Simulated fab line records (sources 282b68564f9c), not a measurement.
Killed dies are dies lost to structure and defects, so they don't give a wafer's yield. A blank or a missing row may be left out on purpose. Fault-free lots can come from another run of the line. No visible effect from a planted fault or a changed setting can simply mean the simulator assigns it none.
Which of the tools did it? || flow rit-cmos || 14 lots, 42 wafers sampled, at 2 steps of a route of 202

WHAT THE GAUGES READ, wafer by wafer
The record holds no reading of a measuring or inspecting step that can be judged against a usual standard deviation.

TOOL THAT RAN EACH LOT (tool first, then ch and the chambers of the sampled wafers, then the start)
{"lot": "L910", "RIT_GATE_STRIP_20": "plasma-asher-03 ch 1, day 2 12:47", "RIT_M1_PROBE_99": "prober-01, day 3 08:58"}
{"lot": "L911", "RIT_GATE_STRIP_20": "plasma-asher-03 ch 0,1, day 2 17:26", "RIT_M1_PROBE_99": "prober-02, day 3 13:05"}
{"lot": "L912", "RIT_GATE_STRIP_20": "plasma-asher-04 ch 0,1, day 2 23:46", "RIT_M1_PROBE_99": "prober-01, day 3 20:10"}
{"lot": "L913", "RIT_GATE_STRIP_20": "plasma-asher-03 ch 0,1, day 3 05:24", "RIT_M1_PROBE_99": "prober-02, day 4 02:31"}
{"lot": "L915", "RIT_GATE_STRIP_20": "plasma-asher-03 ch 0,1, day 3 13:26", "RIT_M1_PROBE_99": "prober-02, day 4 09:12"}
{"lot": "L917", "RIT_GATE_STRIP_20": "plasma-asher-04 ch 0,1, day 4 00:30", "RIT_M1_PROBE_99": "prober-02, day 4 20:35"}
{"lot": "L920", "RIT_GATE_STRIP_20": "plasma-asher-04 ch 0,1, day 4 14:51", "RIT_M1_PROBE_99": "prober-01, day 5 12:29"}
{"lot": "L921", "RIT_GATE_STRIP_20": "plasma-asher-04 ch 0,1, day 4 19:50", "RIT_M1_PROBE_99": "prober-02, day 5 16:41"}
{"lot": "L922", "RIT_GATE_STRIP_20": "plasma-asher-02 ch 0,1, day 5 04:46", "RIT_M1_PROBE_99": "prober-01, day 6 02:12"}
{"lot": "L924", "RIT_GATE_STRIP_20": "plasma-asher-03 ch 0,1, day 5 11:32", "RIT_M1_PROBE_99": "prober-01, day 6 08:46"}
{"lot": "L926", "RIT_GATE_STRIP_20": "plasma-asher-03 ch 0,1, day 5 22:06", "RIT_M1_PROBE_99": "prober-01, day 6 18:25"}
{"lot": "L928", "RIT_GATE_STRIP_20": "plasma-asher-03 ch 0,1, day 6 07:55", "RIT_M1_PROBE_99": "prober-01, day 7 04:32"}
{"lot": "L932", "RIT_GATE_STRIP_20": "plasma-asher-04 ch 0,1, day 7 03:26", "RIT_M1_PROBE_99": "prober-01, day 7 23:16"}
{"lot": "L933", "RIT_GATE_STRIP_20": "plasma-asher-04 ch 0,1, day 7 09:02", "RIT_M1_PROBE_99": "prober-02, day 8 04:58"}
- RIT_GATE_STRIP_20: strips in O2, time 180 s.
- RIT_M1_PROBE_99

WHAT THE TOOLS THEMSELVES READ (means of the sampled wafers that have a number; where no wafer has one, the mark that the record gives instead)
RIT_GATE_STRIP_20. Usual: chamber-pressure-mTorr 4000 mTorr, standard deviation 4.4; drypump-motor-current-A 5.9 A, standard deviation 0.56; o2-flow-sccm 4000 sccm, standard deviation 13.
{"lot": "L910", "tool": "plasma-asher-03", "chamber-pressure-mTorr (mTorr)": 4002, "drypump-motor-current-A (A)": 6.1, "o2-flow-sccm (sccm)": 3985, "flag": ""}
{"lot": "L911", "tool": "plasma-asher-03", "chamber-pressure-mTorr (mTorr)": 4002, "drypump-motor-current-A (A)": 5.3, "o2-flow-sccm (sccm)": 3996, "flag": ""}
{"lot": "L912", "tool": "plasma-asher-04", "chamber-pressure-mTorr (mTorr)": 3998, "drypump-motor-current-A (A)": 6.0, "o2-flow-sccm (sccm)": 3990, "flag": ""}
{"lot": "L913", "tool": "plasma-asher-03", "chamber-pressure-mTorr (mTorr)": 4002, "drypump-motor-current-A (A)": 5.3, "o2-flow-sccm (sccm)": 4003, "flag": ""}
{"lot": "L915", "tool": "plasma-asher-03", "chamber-pressure-mTorr (mTorr)": 4001, "drypump-motor-current-A (A)": 5.7, "o2-flow-sccm (sccm)": 4000, "flag": ""}
{"lot": "L917", "tool": "plasma-asher-04", "chamber-pressure-mTorr (mTorr)": 4003, "drypump-motor-current-A (A)": 6.0, "o2-flow-sccm (sccm)": 3467, "flag": "OFF"}
{"lot": "L920", "tool": "plasma-asher-04", "chamber-pressure-mTorr (mTorr)": 4001, "drypump-motor-current-A (A)": 6.0, "o2-flow-sccm (sccm)": 3469, "flag": "OFF"}
{"lot": "L921", "tool": "plasma-asher-04", "chamber-pressure-mTorr (mTorr)": 3998, "drypump-motor-current-A (A)": 6.3, "o2-flow-sccm (sccm)": 3752, "flag": "OFF"}
{"lot": "L922", "tool": "plasma-asher-02", "chamber-pressure-mTorr (mTorr)": 3996, "drypump-motor-current-A (A)": 5.3, "o2-flow-sccm (sccm)": 3998, "flag": ""}
{"lot": "L924", "tool": "plasma-asher-03", "chamber-pressure-mTorr (mTorr)": 4001, "drypump-motor-current-A (A)": 5.7, "o2-flow-sccm (sccm)": 4011, "flag": ""}
{"lot": "L926", "tool": "plasma-asher-03", "chamber-pressure-mTorr (mTorr)": 4002, "drypump-motor-current-A (A)": 5.3, "o2-flow-sccm (sccm)": 3994, "flag": ""}
{"lot": "L928", "tool": "plasma-asher-03", "chamber-pressure-mTorr (mTorr)": 4001, "drypump-motor-current-A (A)": 5.3, "o2-flow-sccm (sccm)": 4012, "flag": ""}
{"lot": "L932", "tool": "plasma-asher-04", "chamber-pressure-mTorr (mTorr)": 4001, "drypump-motor-current-A (A)": 6.0, "o2-flow-sccm (sccm)": 3982, "flag": ""}
{"lot": "L933", "tool": "plasma-asher-04", "chamber-pressure-mTorr (mTorr)": 4002, "drypump-motor-current-A (A)": 6.2, "o2-flow-sccm (sccm)": 4009, "flag": ""}

RIT_M1_PROBE_99. Usual: killed_at_M0_to_M3 0.0, standard deviation 0.16; killed-at-front-end 7.1, standard deviation 3; killed-dies 7.3, standard deviation 3; killed-open 3.6, standard deviation 2; killed-short 3.5, standard deviation 1.9.
{"lot": "L910", "tool": "prober-01", "killed_at_M0_to_M3": 0.0, "killed-at-front-end": 10.0, "killed-dies": 10.0, "killed-open": 4.3, "killed-short": 4.3, "flag": ""}
{"lot": "L911", "tool": "prober-02", "killed_at_M0_to_M3": 0.0, "killed-at-front-end": 10.3, "killed-dies": 10.3, "killed-open": 5.0, "killed-short": 5.3, "flag": ""}
{"lot": "L912", "tool": "prober-01", "killed_at_M0_to_M3": 0.0, "killed-at-front-end": 9.3, "killed-dies": 9.3, "killed-open": 4.0, "killed-short": 5.3, "flag": ""}
{"lot": "L913", "tool": "prober-02", "killed_at_M0_to_M3": 0.7, "killed-at-front-end": 7.7, "killed-dies": 8.3, "killed-open": 3.7, "killed-short": 4.0, "flag": "OFF"}
{"lot": "L915", "tool": "prober-02", "killed_at_M0_to_M3": 0.0, "killed-at-front-end": 8.0, "killed-dies": 8.0, "killed-open": 5.7, "killed-short": 2.3, "flag": ""}
{"lot": "L917", "tool": "prober-02", "killed_at_M0_to_M3": 0.0, "killed-at-front-end": 7.7, "killed-dies": 7.7, "killed-open": 3.3, "killed-short": 3.7, "flag": ""}
{"lot": "L920", "tool": "prober-01", "killed_at_M0_to_M3": 0.0, "killed-at-front-end": 10.7, "killed-dies": 10.7, "killed-open": 6.0, "killed-short": 4.7, "flag": ""}
{"lot": "L921", "tool": "prober-02", "killed_at_M0_to_M3": 0.0, "killed-at-front-end": 7.3, "killed-dies": 7.3, "killed-open": 3.7, "killed-short": 3.7, "flag": ""}
{"lot": "L922", "tool": "prober-01", "killed_at_M0_to_M3": 0.0, "killed-at-front-end": 7.3, "killed-dies": 7.3, "killed-open": 3.0, "killed-short": 4.3, "flag": ""}
{"lot": "L924", "tool": "prober-01", "killed_at_M0_to_M3": 0.0, "killed-at-front-end": 6.0, "killed-dies": 6.0, "killed-open": 2.0, "killed-short": 4.0, "flag": ""}
{"lot": "L926", "tool": "prober-01", "killed_at_M0_to_M3": 0.0, "killed-at-front-end": 3.7, "killed-dies": 3.7, "killed-open": 2.0, "killed-short": 1.7, "flag": ""}
{"lot": "L928", "tool": "prober-01", "killed_at_M0_to_M3": 0.0, "killed-at-front-end": 7.0, "killed-dies": 7.0, "killed-open": 2.7, "killed-short": 4.3, "flag": ""}
{"lot": "L932", "tool": "prober-01", "killed_at_M0_to_M3": 0.0, "killed-at-front-end": 5.3, "killed-dies": 5.3, "killed-open": 3.3, "killed-short": 2.0, "flag": ""}
{"lot": "L933", "tool": "prober-02", "killed_at_M0_to_M3": 0.0, "killed-at-front-end": 5.3, "killed-dies": 5.3, "killed-open": 2.3, "killed-short": 3.0, "flag": ""}

THE ANSWER, worked out from the rows above alone
Rule: a lot counts as off when the mean over its wafers that have a number is more than 3 standard deviations away from the usual mean. Also off: a lot with no number at a reading for which 4 or more lots have one. The other lots that the step has rows for count as sound. Order of review: gauges by route order, followed by the tools' own readings, for which a lot's mean as printed above is used. At the first step where some lot is off, the reading lying furthest off is the one used; lots without a number count as furthest.
Off at RIT_GATE_STRIP_20 (o2-flow-sccm): L917, L920, L921.
If a tool, at that step or one of the process steps before it, ran each lot that is off and ran no sound lot following the first of them, it fits. None of those tried fits.

WHAT THE SIMULATOR HAD PUT IN
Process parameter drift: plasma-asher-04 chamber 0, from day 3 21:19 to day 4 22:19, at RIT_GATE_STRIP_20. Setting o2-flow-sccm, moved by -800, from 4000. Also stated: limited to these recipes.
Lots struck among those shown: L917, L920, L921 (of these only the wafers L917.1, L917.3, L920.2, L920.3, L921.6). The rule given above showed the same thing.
